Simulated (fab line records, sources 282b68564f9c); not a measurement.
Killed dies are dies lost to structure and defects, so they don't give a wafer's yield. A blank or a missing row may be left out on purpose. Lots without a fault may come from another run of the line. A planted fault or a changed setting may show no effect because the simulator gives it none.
fab line records | flow rit_cmos
record lots=6 wafers=18 last_day=7
route steps=202 shown SDANNEAL@156 PSD@157 NSD@158 PLDD@159 NLDD@160 SILICIDE@161 CONTACT@168
lots that met no fault: from a run of the same line without faults
start_h: hours from the record's first day to the start of the lot's first wafer shown | wait_h: hours since the lot's step before | " the same as in the row above | L1.1+2: a row that stands for several wafers | - no value, or no start given | * or withheld: withheld | < > ~ a bound
route shown NAME@n: a module of which the file shows steps, and the number in the route of the first | usual: mean/standard deviation of fault-free wafers | same: alike in all rows | chamber/n: place in a boat | sites: the reading at each site | _std_site: their standard deviation | _edge_site: outer sites' mean less inner sites' | radius_mm: how far each site lies from the wafer's centre | mask NAME#n: copy n | behind: the tool/chamber that last shaped the wafer | hold: why the lot was held/for how many hours/how that ended | device: the transistor (n, p or np) that didn't switch | end of line: the same wafers' tests at the end of the route | a step without rows: its recipe alone | killed: dies lost to structure and defects at the first sort, not the wafer's yield | map: a wafer's dies, x killed, . not, _ none there
set.NAME: the setting as run; set.NAME@STEP: as run at that earlier step | model.NAME: the simulator's own value behind a step, which no gauge read
lots at some steps of the route; a table a step, a row a wafer
services: from which hour (start_h, from the record's first day; less than 0 if before it) a tool's chamber was out of use, for how many hours, and why
## steps
# step RIT_SDANNEAL_RTA_03
# recipe temp_c=1050 time_s=5 idle_temp_c=600 ramp_up_c_per_s=342 ramp_down_c_per_s=171 cool_to_c=600 ambient=N2
# usual wafer_temp_C_max=1053.7/1.2
# columns lot.wafer tool chamber start_h wait_h wafer_temp_C_max
L544.1 rtp_anneal-02 0 53.79 0.0 1053.3
L544.2 " 0 " " 1054.3
L544.4 " 0 " " 1052.1
L546.2 rtp_anneal-02 0 65.17 0.0 1053.7
L546.4 " 0 " " 1055.1
L546.5 " 0 " " 1052.6
L559.1 rtp_anneal-01 0 129.60 0.0 1054.8
L559.3 " 0 " " 1052.8
L559.5 " 0 " " 1055.5
L562.3 rtp_anneal-02 0 150.29 0.0 1055.1
L562.4 " 0 " " 1053.7
L562.5 " 0 " " 1055.4
L563.1 rtp_anneal-01 0 155.56 0.0 1051.9
L563.2 " 0 " " 1052.8
L563.5 " 0 " " 1055.6
L566.1 rtp_anneal-01 0 167.02 0.0 1053.5
L566.5 " 0 " " 1056.1
L566.6 " 0 " " 1053.2
# step RIT_SDANNEAL_RS_MEAS_04
# recipe thk_meas_gauge=four-point-probe
# usual PSD_RS=115.9/0.3
# columns lot.wafer tool chamber start_h wait_h PSD_RS[ohm/sq]
L544.1 film_metro-03 - 53.84 0.0 115.9
L544.2 " - " " 115.7
L544.4 " - " " 115.7
L546.2 film_metro-02 - 65.23 0.1 116.3
L546.4 " - " " 116.4
L546.5 " - " " 116.1
L559.1 film_metro-03 - 129.66 0.0 116.1
L559.3 " - " " 115.8
L559.5 " - " " 116.1
L562.3 film_metro-03 - 150.36 0.1 115.5
L562.4 " - " " 115.4
L562.5 " - " " 115.5
L563.1 film_metro-02 - 155.62 0.0 116.1
L563.2 " - " " 116.1
L563.5 " - " " 115.9
L566.1 film_metro-03 - 167.08 0.0 116.2
L566.5 " - " " 116.1
L566.6 " - " " 115.8
# step RIT_SDANNEAL_RS_MEAS_05
# recipe thk_meas_gauge=four-point-probe
# usual NSD_RS=85.23/0.26
# columns lot.wafer tool chamber start_h wait_h NSD_RS[ohm/sq]
L544.1 film_metro-03 - 53.96 0.1 85.04
L544.2 " - " " 84.88
L544.4 " - " " 85.05
L546.2 film_metro-02 - 65.35 0.1 85.06
L546.4 " - " " 85.11
L546.5 " - " " 85.31
L559.1 film_metro-03 - 129.78 0.1 85.36
L559.3 " - " " 84.93
L559.5 " - " " 84.83
L562.3 film_metro-03 - 150.48 0.1 84.92
L562.4 " - " " 85.23
L562.5 " - " " 85.24
L563.1 film_metro-02 - 155.74 0.1 85.33
L563.2 " - " " 85.70
L563.5 " - " " 85.49
L566.1 film_metro-03 - 167.20 0.1 85.39
L566.5 " - " " 85.15
L566.6 " - " " 85.53
# step RIT_SDANNEAL_RS_MEAS_06
# recipe thk_meas_gauge=four-point-probe
# usual PLDD_RS=178.7/0.5
# columns lot.wafer tool chamber start_h wait_h PLDD_RS[ohm/sq]
L544.1 film_metro-03 - 54.08 0.1 178.8
L544.2 " - " " 178.3
L544.4 " - " " 179.2
L546.2 film_metro-02 - 65.47 0.1 178.7
L546.4 " - " " 178.7
L546.5 " - " " 178.4
L559.1 film_metro-03 - 129.90 0.1 178.9
L559.3 " - " " 178.7
L559.5 " - " " 178.8
L562.3 film_metro-03 - 150.60 0.1 177.7
L562.4 " - " " 177.6
L562.5 " - " " 177.9
L563.1 film_metro-02 - 155.86 0.1 179.0
L563.2 " - " " 178.8
L563.5 " - " " 178.3
L566.1 film_metro-03 - 167.32 0.1 179.1
L566.5 " - " " 178.9
L566.6 " - " " 179.0
# step RIT_SDANNEAL_RS_MEAS_07
# recipe thk_meas_gauge=four-point-probe
# usual NLDD_RS=151.7/0.57
# columns lot.wafer tool chamber start_h wait_h NLDD_RS[ohm/sq]
L544.1 film_metro-03 - 54.20 0.1 151.4
L544.2 " - " " 152.0
L544.4 " - " " 152.2
L546.2 film_metro-02 - 65.59 0.1 152.0
L546.4 " - " " 151.5
L546.5 " - " " 151.6
L559.1 film_metro-03 - 130.02 0.1 151.2
L559.3 " - " " 150.5
L559.5 " - " " 150.4
L562.3 film_metro-03 - 150.72 0.1 150.8
L562.4 " - " " 151.3
L562.5 " - " " 151.2
L563.1 film_metro-02 - 155.98 0.1 151.6
L563.2 " - " " 151.8
L563.5 " - " " 151.6
L566.1 film_metro-03 - 167.44 0.1 151.4
L566.5 " - " " 152.2
L566.6 " - " " 151.9
# step RIT_SILICIDE_WET_ETCH_00
# recipe chemistry=BOE target=SiO2 target_depth_nm=14 time_s=15 dry=n2_spin dilution=10:1 temp_c=21.5
# step RIT_SILICIDE_SPUTTER_01
# recipe material=Ti target_thk_nm=30 power_w=361.4 chamber_pressure_pa=0.667 gas=Ar time_s=240 substrate_temp_c=25
# usual substrate_temp_c=24.98/0.11 throttle_valve_pct=29.6/0.82
# columns lot.wafer tool chamber start_h wait_h substrate_temp_c throttle_valve_pct
L544.1 pvd_sputter-03 - 54.34 0.0 24.94 30.6
L544.2 " - " " 24.91 30.9
L544.4 " - " " 25.00 29.0
L546.2 pvd_sputter-02 - 65.71 0.0 24.96 30.1
L546.4 " - " " 25.19 28.9
L546.5 " - " " 25.02 30.4
L559.1 pvd_sputter-03 - 130.16 0.0 24.80 28.8
L559.3 " - " " 24.97 30.6
L559.5 " - " " 25.05 31.1
L562.3 pvd_sputter-02 - 150.82 0.0 25.11 30.2
L562.4 " - " " 25.20 28.7
L562.5 " - " " 25.07 29.2
L563.1 pvd_sputter-01 - 156.11 0.0 24.74 28.8
L563.2 " - " " 24.95 28.7
L563.5 " - " " 24.90 29.8
L566.1 pvd_sputter-02 - 167.57 0.0 25.00 28.9
L566.5 " - " " 24.93 29.3
L566.6 " - " " 24.95 30.4
# step RIT_SILICIDE_RS_MEAS_02
# recipe thk_meas_gauge=four-point-probe reads=Ti_of_SILICIDE_SPUTTER_01
# usual SILICIDE_TI_RS=46.0/0.51
# columns lot.wafer tool chamber start_h wait_h SILICIDE_TI_RS[ohm/sq]
L544.1 film_metro-04 - 54.49 0.1 45.4
L544.2 " - " " 45.3
L544.4 " - " " 45.8
L546.2 film_metro-01 - 65.88 0.1 46.7
L546.4 " - " " 46.5
L546.5 " - " " 46.7
L559.1 film_metro-04 - 130.31 0.1 46.4
L559.3 " - " " 46.0
L559.5 " - " " 45.7
L562.3 film_metro-01 - 151.01 0.1 46.0
L562.4 " - " " 46.3
L562.5 " - " " 46.0
L563.1 film_metro-04 - 156.26 0.1 46.2
L563.2 " - " " 45.4
L563.5 " - " " 44.8
L566.1 film_metro-02 - 167.72 0.1 45.9
L566.5 " - " " 45.9
L566.6 " - " " 46.1
# step RIT_SILICIDE_THK_MEAS_03
# recipe thk_meas_gauge=xrf reads=Ti_of_SILICIDE_SPUTTER_01
# usual SILICIDE_TI_THK=31.32/0.29
# columns lot.wafer tool chamber start_h wait_h SILICIDE_TI_THK[nm]
L544.1 film_metro-04 - 54.61 0.1 31.73
L544.2 " - " " 31.59
L544.4 " - " " 31.56
L546.2 film_metro-01 - 65.99 0.1 31.06
L546.4 " - " " 31.24
L546.5 " - " " 31.09
L559.1 film_metro-04 - 130.43 0.1 30.80
L559.3 " - " " 31.16
L559.5 " - " " 31.48
L562.3 film_metro-01 - 151.11 0.1 31.23
L562.4 " - " " 31.17
L562.5 " - " " 31.41
L563.1 film_metro-04 - 156.38 0.1 30.99
L563.2 " - " " 31.50
L563.5 " - " " 31.75
L566.1 film_metro-02 - 167.84 0.1 31.47
L566.5 " - " " 31.72
L566.6 " - " " 31.49
# step RIT_SILICIDE_RTA_04
# recipe temp_c=650 time_s=10 idle_temp_c=25 ramp_up_s=5 ramp_down_s=5 cool_to_c=25 ambient=N2
# usual wafer_temp_C_max=653.8/0.89
# columns lot.wafer tool chamber start_h wait_h wafer_temp_C_max
L544.1 rtp_anneal-01 0 54.67 0.1 653.4
L544.2 " 0 " " 653.5
L544.4 " 0 " " 654.8
L546.2 rtp_anneal-01 0 66.05 0.1 655.4
L546.4 " 0 " " 653.7
L546.5 " 0 " " 653.3
L559.1 rtp_anneal-02 0 130.49 0.1 653.7
L559.3 " 0 " " 654.3
L559.5 " 0 " " 653.5
L562.3 rtp_anneal-01 0 151.17 0.1 653.9
L562.4 " 0 " " 654.0
L562.5 " 0 " " 653.2
L563.1 rtp_anneal-02 0 156.44 0.1 653.1
L563.2 " 0 " " 653.6
L563.5 " 0 " " 653.2
L566.1 rtp_anneal-02 0 167.90 0.1 653.8
L566.5 " 0 " " 653.2
L566.6 " 0 " " 654.6
# step RIT_SILICIDE_WET_ETCH_05
# recipe chemistry=SPM target=Ti temp_c=90 time_s=120 dry=n2_spin
# step RIT_SILICIDE_RTA_06
# recipe temp_c=750 time_s=10 idle_temp_c=25 ramp_up_s=5 ramp_down_s=10 cool_to_c=25 ambient=N2
# usual wafer_temp_C_max=754.5/1.1
# columns lot.wafer tool chamber start_h wait_h wafer_temp_C_max
L544.1 rtp_anneal-02 0 54.78 0.0 753.4
L544.2 " 0 " " 752.1
L544.4 " 0 " " 752.8
L546.2 rtp_anneal-02 0 66.16 0.0 754.0
L546.4 " 0 " " 754.5
L546.5 " 0 " " 753.8
L559.1 rtp_anneal-01 0 130.59 0.0 755.1
L559.3 " 0 " " 755.6
L559.5 " 0 " " 754.7
L562.3 rtp_anneal-02 0 151.28 0.0 754.0
L562.4 " 0 " " 755.3
L562.5 " 0 " " 754.6
L563.1 rtp_anneal-01 0 156.55 0.0 757.0
L563.2 " 0 " " 757.0
L563.5 " 0 " " 754.8
L566.1 rtp_anneal-01 0 168.01 0.0 755.7
L566.5 " 0 " " 755.4
L566.6 " 0 " " 753.9
# step RIT_CONTACT_CVD_00
# recipe material=SiO2 target_thk_nm=400 precursor=TEOS temp_c=390 time_s=61 rf_w=400
# usual heater_power_w=328/45 run_length_s=89.1/0.62
# columns lot.wafer tool chamber start_h wait_h heater_power_w run_length_s model.SiO2_of_CONTACT_CVD_00.thk_nm
L544.1 pecvd-04 1 54.85 0.1 272 88.8 401.9
L544.2 " 0 " " 371 89.8 403.6
L544.4 " 1 " " 282 88.0 409.9
L546.2 pecvd-02 0 66.21 0.0 433 90.3 398.6
L546.4 " 2 " " 316 89.4 408.9
L546.5 " 1 " " 255 90.1 402
L559.1 pecvd-04 2 130.66 0.1 385 99.3 466.9
L559.3 " 1 " " 334 98.9 462.6
L559.5 " 1 " " 249 98.6 478.2
L562.3 pecvd-04 0 151.32 0.0 344 99.7 470.8
L562.4 " 1 " " 285 99.3 473.3
L562.5 " 2 " " 370 98.9 475.1
L563.1 pecvd-03 2 156.62 0.1 350 88.5 400.3
L563.2 " 1 " " 359 89.1 396.3
L563.5 " 1 " " 261 88.8 402.6
L566.1 pecvd-03 1 168.08 0.1 313 88.7 397.4
L566.5 " 0 " " 299 88.1 406.4
L566.6 " 2 " " 291 88.9 405
# step RIT_CONTACT_THK_MEAS_01
# recipe reads=SiO2_of_CONTACT_CVD_00
# usual CONTACT_TEOS_THK=400/4.6
# columns lot.wafer tool chamber start_h wait_h CONTACT_TEOS_THK[nm]
L544.1 film_metro-03 - 54.90 0.0 402
L544.2 " - " " 404
L544.4 " - " " 410
L546.2 film_metro-04 - 66.27 0.0 399
L546.4 " - " " 409
L546.5 " - " " 402
L559.1 film_metro-02 - 130.71 0.0 467
L559.3 " - " " 463
L559.5 " - " " 478
L562.3 film_metro-04 - 151.39 0.0 471
L562.4 " - " " 473
L562.5 " - " " 475
L563.1 film_metro-02 - 156.67 0.0 400
L563.2 " - " " 396
L563.5 " - " " 403
L566.1 film_metro-04 - 168.13 0.0 397
L566.5 " - " " 406
L566.6 " - " " 405
# step RIT_CONTACT_HMDS_02
# recipe prime_time_s=60 prime_temp_c=140
# step RIT_CONTACT_COAT_03
# recipe resist=NOVOLAK spin_rpm=3250 resist_thk_nm=1000
# step RIT_CONTACT_SOFTBAKE_04
# recipe resist=NOVOLAK temp_c=90 time_s=60
# step RIT_CONTACT_EXPOSE_05
# recipe mask_id=M11 na=0.6 source_shape=conventional sigma_outer=0.5 target_cd_nm=1000 dose_mj=250
# step RIT_CONTACT_PEB_06
# recipe resist=NOVOLAK temp_c=withheld time_s=withheld
# step RIT_CONTACT_DEVELOP_07
# recipe resist=NOVOLAK develop_time_s=123.9 dev_temp_c=23
# step RIT_CONTACT_CD_MEAS_08
# recipe target_cd_nm=1000
# usual cd_nm=999.4/2.1
# columns lot.wafer tool chamber start_h wait_h cd_nm
L544.1 cd_sem-01 - 55.92 - 998.2
L544.2 " - " " 998.5
L544.4 " - " " 1000.6
L546.2 cd_sem-01 - 67.43 - 999.6
L546.4 " - " " 1001.2
L546.5 " - " " 1000.8
L559.1 cd_sem-01 - 131.74 - 998.6
L559.3 " - " " 999.6
L559.5 " - " " 998.9
L562.3 cd_sem-01 - 152.44 - 995.9
L562.4 " - " " 996.3
L562.5 " - " " 996.6
L563.1 cd_sem-01 - 157.82 - 1000.0
L563.2 " - " " 998.7
L563.5 " - " " 1000.9
L566.1 cd_sem-01 - 169.15 - 998.6
L566.5 " - " " 997.3
L566.6 " - " " 997.5
# step RIT_CONTACT_OVL_MEAS_09
# usual CONTACT_OVL=1.5/1.8
# columns lot.wafer tool chamber start_h wait_h CONTACT_OVL[nm]
L544.1 overlay-02 - 56.04 0.1 0.5
L544.2 " - " " 0.7
L544.4 " - " " 0.7
L546.2 overlay-01 - 67.54 0.1 2.0
L546.4 " - " " 3.6
L546.5 " - " " 2.1
L559.1 overlay-02 - 131.86 0.1 2.2
L559.3 " - " " 1.5
L559.5 " - " " 1.6
L562.3 overlay-01 - 152.53 0.1 0.4
L562.4 " - " " -0.7
L562.5 " - " " 1.0
L563.1 overlay-02 - 157.94 0.1 0.8
L563.2 " - " " 0.4
L563.5 " - " " 1.1
L566.1 overlay-01 - 169.27 0.1 -0.3
L566.5 " - " " -2.7
L566.6 " - " " -1.8
# step RIT_CONTACT_HARDBAKE_10
# recipe resist=NOVOLAK temp_c=140 time_s=60
# step RIT_CONTACT_ETCH_11
# recipe target_depth_a=4800 over_etch_frac=0.2 stop_on=TiSi2 chemistry=CHF3/CF4/Ar target=SiO2 CHF3_flow_sccm=50 cf4_flow_sccm=10 Ar_flow_sccm=100 O2_flow_sccm=5 pressure_mtorr=100 rf_w=200 time_s=320
# usual drypump_motor_current_A=5.7/0.4 oes_product_au=0.990/0.0099 throttle_valve_pct=8.86/0.11
# columns lot.wafer tool chamber start_h wait_h drypump_motor_current_A oes_product_au rf_hours_counter_h throttle_valve_pct model.etch.depth_nm model.CONTACT.feature_depth_nm
L544.1 rie_diel-03 1 56.23 0.1 6.2 0.989 2 8.82 401.9 401.9
L544.2 " 3 " " 5.8 0.969 84 8.82 403.6 403.6
L544.4 " 2 " " 5.5 0.997 69 8.76 409.9 409.9
L546.2 rie_diel-01 3 67.72 0.1 5.7 1.003 2 9.04 398.6 398.6
L546.4 " 1 " " 5.0 0.974 21 8.69 408.9 408.9
L546.5 " 0 " " 5.6 0.992 - 8.89 402 402
L559.1 rie_diel-01 1 132.04 0.1 5.0 0.983 22 8.69 466.9 466.9
L559.3 " 0 " " 5.6 0.991 46 8.88 462.6 462.6
L559.5 " 0 " " 5.6 0.994 - 8.91 474.8 474.8
L562.3 rie_diel-02 0 152.76 0.1 5.6 0.986 48 9.06 470.8 470.8
L562.4 " 1 " " 5.9 0.994 98 8.94 473.3 473.3
L562.5 " 2 " " 5.9 1.007 - 8.75 475.1 475.1
L563.1 rie_diel-02 1 158.13 0.1 5.9 0.981 98 8.93 400.3 400.3
L563.2 " 3 " " 6.3 0.992 41 9.01 396.3 396.3
L563.5 " 1 " " 5.9 0.986 - 8.92 402.6 402.6
L566.1 rie_diel-01 0 169.46 0.1 5.6 0.988 47 8.88 397.4 397.4
L566.5 " 1 " " 5.0 0.980 - 8.70 406.4 406.4
L566.6 " 2 " " 5.0 0.989 - 8.95 405 405
# step RIT_CONTACT_STRIP_12
# recipe chemistry=O2 time_s=180 resist=NOVOLAK platen_temp_c=withheld power_w=500 pressure_mtorr=4000 o2_flow_sccm=4000
# usual drypump_motor_current_A=5.49/0.26
# columns lot.wafer tool chamber start_h wait_h drypump_motor_current_A rf_hours_counter_h
L544.1 plasma_asher-04 0 56.42 0.1 5.40 26
L544.2 " 1 " " 5.29 26
L544.4 " 1 " " 5.28 -
L546.2 plasma_asher-04 1 67.91 0.1 5.28 27
L546.4 " 1 " " 5.28 -
L546.5 " 1 " " 5.29 -
L559.1 plasma_asher-03 0 132.24 0.1 6.00 49
L559.3 " 0 " " 5.96 -
L559.5 " 1 " " 5.38 -
L562.3 plasma_asher-04 0 153.01 0.2 5.38 -
L562.4 " 1 " " 5.29 -
L562.5 " 1 " " 5.29 -
L563.1 plasma_asher-03 1 158.32 0.1 5.42 51
L563.2 " 0 " " 5.99 51
L563.5 " 0 " " 5.94 -
L566.1 plasma_asher-03 0 169.65 0.1 5.99 53
L566.5 " 0 " " 5.98 -
L566.6 " 1 " " 5.37 -
# step RIT_CONTACT_CD_MEAS_90
# recipe target_cd_nm=1000
# usual cd_nm=999.4/2.1
# columns lot.wafer tool chamber start_h wait_h cd_nm
L544.1 cd_sem-02 - 56.60 0.1 998.7
L544.2 " - " " 998.6
L544.4 " - " " 1000.5
L546.2 cd_sem-02 - 68.11 0.1 999.5
L546.4 " - " " 1001.3
L546.5 " - " " 1000.5
L559.1 cd_sem-01 - 132.41 0.1 998.6
L559.3 " - " " 999.7
L559.5 " - " " 999.0
L562.3 cd_sem-02 - 153.17 0.1 995.4
L562.4 " - " " 996.7
L562.5 " - " " 996.9
L563.1 cd_sem-02 - 158.50 0.1 999.9
L563.2 " - " " 999.0
L563.5 " - " " 1000.5
L566.1 cd_sem-02 - 169.83 0.1 998.5
L566.5 " - " " 997.7
L566.6 " - " " 997.4
# step RIT_CONTACT_CLEAN_13
# recipe chemistry=SC1 mix=3:3:50 time_s=600 temp_c=75
# usual bath_heat_duty_pct=14.7/1.4
# columns lot.wafer tool chamber start_h wait_h bath_heat_duty_pct model.SiO2_of_CONTACT_CVD_00.thk_nm
L544.1 wet_bench-04 0 56.72 0.1 15.8 397.9
L544.2 " 0 " " 16.5 399.6
L544.4 " 0 " " 16.0 405.8
L546.2 wet_bench-03 1 68.21 0.1 13.9 394.5
L546.4 " 1 " " 14.1 404.8
L546.5 " 1 " " 12.8 397.9
L559.1 wet_bench-02 3 132.53 0.1 15.5 462.9
L559.3 " 3 " " 13.8 458.6
L559.5 " 3 " " 14.0 474.1
L562.3 wet_bench-03 0 153.25 0.1 13.7 466.7
L562.4 " 0 " " 13.8 469.1
L562.5 " 0 " " 13.9 471
L563.1 wet_bench-02 1 158.62 0.1 14.6 396.3
L563.2 " 1 " " 15.5 392.2
L563.5 " 1 " " 14.3 398.6
L566.1 wet_bench-02 1 169.95 0.1 13.7 393.3
L566.5 " 1 " " 14.9 402.3
L566.6 " 1 " " 15.6 400.8
# step RIT_CONTACT_CLEAN_14
# recipe chemistry=SC2 mix=3:3:50 time_s=600 temp_c=75 dry=n2_spin
## services
# columns tool chamber start_h hours kind
plasma_asher-04 - 30.46 1.8 repair
pecvd-04 - 32.09 6.0 pm
pecvd-04 - 40.29 0.8 repair
pecvd-02 0 51.20 5.7 repair
wet_bench-03 - 52.86 0.9 repair
rie_diel-02 3 54.94 3.4 repair
pecvd-02 - 59.03 0.6 repair
plasma_asher-04 - 59.66 0.8 repair
rie_diel-01 1 74.32 3.9 repair
rie_diel-02 - 74.91 2.8 pm
rie_diel-03 0 93.90 - clean
rie_diel-03 0 93.90 16.7 scheduled_down
rie_diel-03 0 93.90 16.7 vent_cycle
rie_diel-01 - 115.18 2.8 pm
pvd_sputter-01 - 117.17 1.0 repair
rie_diel-02 0 121.05 3.6 repair
pecvd-04 0 138.70 4.1 repair
plasma_asher-03 - 142.47 3.9 repair
pvd_sputter-03 - 145.05 0.9 repair
rie_diel-01 2 156.34 7.4 repair
rtp_anneal-02 - 158.43 1.0 pm
## key
first_sign step=RIT_CONTACT_CVD_00 reading=run_length_s direction=up sigmas=16 usual=* struck=*
effect step=RIT_CONTACT_THK_MEAS_01 reading=CONTACT_TEOS_THK direction=up sigmas=15 usual=400 struck=471
model_effect step=RIT_CONTACT_CVD_00 value=SiO2_of_CONTACT_CVD_00.thk_nm without=401.9 struck=471.2
model_effect step=RIT_CONTACT_ETCH_11 value=etch.depth_nm without=401.9 struck=470.6
model_effect step=RIT_CONTACT_CLEAN_13 value=SiO2_of_CONTACT_CVD_00.thk_nm without=397.8 struck=467.1
met_at RIT_CONTACT_CVD_00
struck_wafers L559.1,L559.3,L559.5,L562.3,L562.4,L562.5
later_rows_left_out L559.5
sort_left_out L559.1,L559.3,L559.5,L562.3,L562.4,L562.5
tester_left_out L559,L562
onset_between 54.85 130.66
fault kind=process_parameter_drift tool=pecvd-04 chamber=- onset_h=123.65 steps=RIT_CONTACT_CVD_00 channel=time_s offset=* shape=step end_h=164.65 stated=*
# tester_left_out: of these lots the tester's yield and bins aren't shown, on N5 and GAA mostly nor the transistor test; their killed dies are dies lost to structure and defects alone, not to doping, threshold or leakage, so they don't give the yield
# sort_left_out: the simulated sort isn't trusted on such a fault, so these wafers' sort isn't shown, and their yield isn't known
# later_rows_left_out: the simulator's readings of these wafers behind a module that went badly wrong aren't trusted and aren't shown, but for the sort
